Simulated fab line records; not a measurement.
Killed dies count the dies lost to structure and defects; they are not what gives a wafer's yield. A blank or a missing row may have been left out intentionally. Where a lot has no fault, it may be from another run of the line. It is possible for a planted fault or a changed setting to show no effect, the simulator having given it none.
Which tool was responsible? | flow berkeleyCmos170 | 6 lots, 18 wafers sampled, at 2 steps of a route of 331

WHAT THE GAUGES SHOWED, per wafer
UCB170_M2_CD_MEAS_90: the cd target is 700 nm.
lot  | measured     | on       | cdNm (nm)
L138 | day 7 12:16  | cdSem-01 | 699 700 702
L139 | day 8 05:12  | cdSem-01 | 700 694 697
L143 | day 9 01:00  | cdSem-01 | 696 696 697
L154 | day 11 10:20 | cdSem-01 | 703 700 700
L156 | day 11 10:47 | cdSem-01 | 698 697 696
L158 | day 11 22:47 | cdSem-02 | 698 700 699

TOOL THAT RAN EACH LOT (tool first, then ch and the chambers of the sampled wafers, then the start)
lot  | UCB170_M2_STRIP_19
L138 | plasmaAsher-04 ch 0,1, day 7 11:56
L139 | plasmaAsher-03 ch 0,1, day 8 05:05
L143 | plasmaAsher-04 ch 0,1, day 9 00:54
L154 | plasmaAsher-01 ch 1, day 11 10:13
L156 | plasmaAsher-01 ch 0,1, day 11 10:40
L158 | plasmaAsher-03 ch 0,1, day 11 22:38
- UCB170_M2_STRIP_19: strips in O2.

THE ANSWER, worked out from the rows above alone
Rule: the usual values come from the lots themselves. The widest of any qualifying gaps counts: lots, ordered by their means at a reading, are off when they make up no more than a third of the lots, leave a main group of 4 or more, and stand apart from it by 3 or more times the standard deviation of that group's means. A main group is skipped when, at the precision printed for the reading in the tables above, its means are all equal. A lot without any number at a reading at which 4 lots or more have one is off too. Where the step has rows for the other lots, those lots are counted as sound.
Nothing can be told from this: no lot is off at any reading shown.

WHAT THE SIMULATOR HAD INSERTED
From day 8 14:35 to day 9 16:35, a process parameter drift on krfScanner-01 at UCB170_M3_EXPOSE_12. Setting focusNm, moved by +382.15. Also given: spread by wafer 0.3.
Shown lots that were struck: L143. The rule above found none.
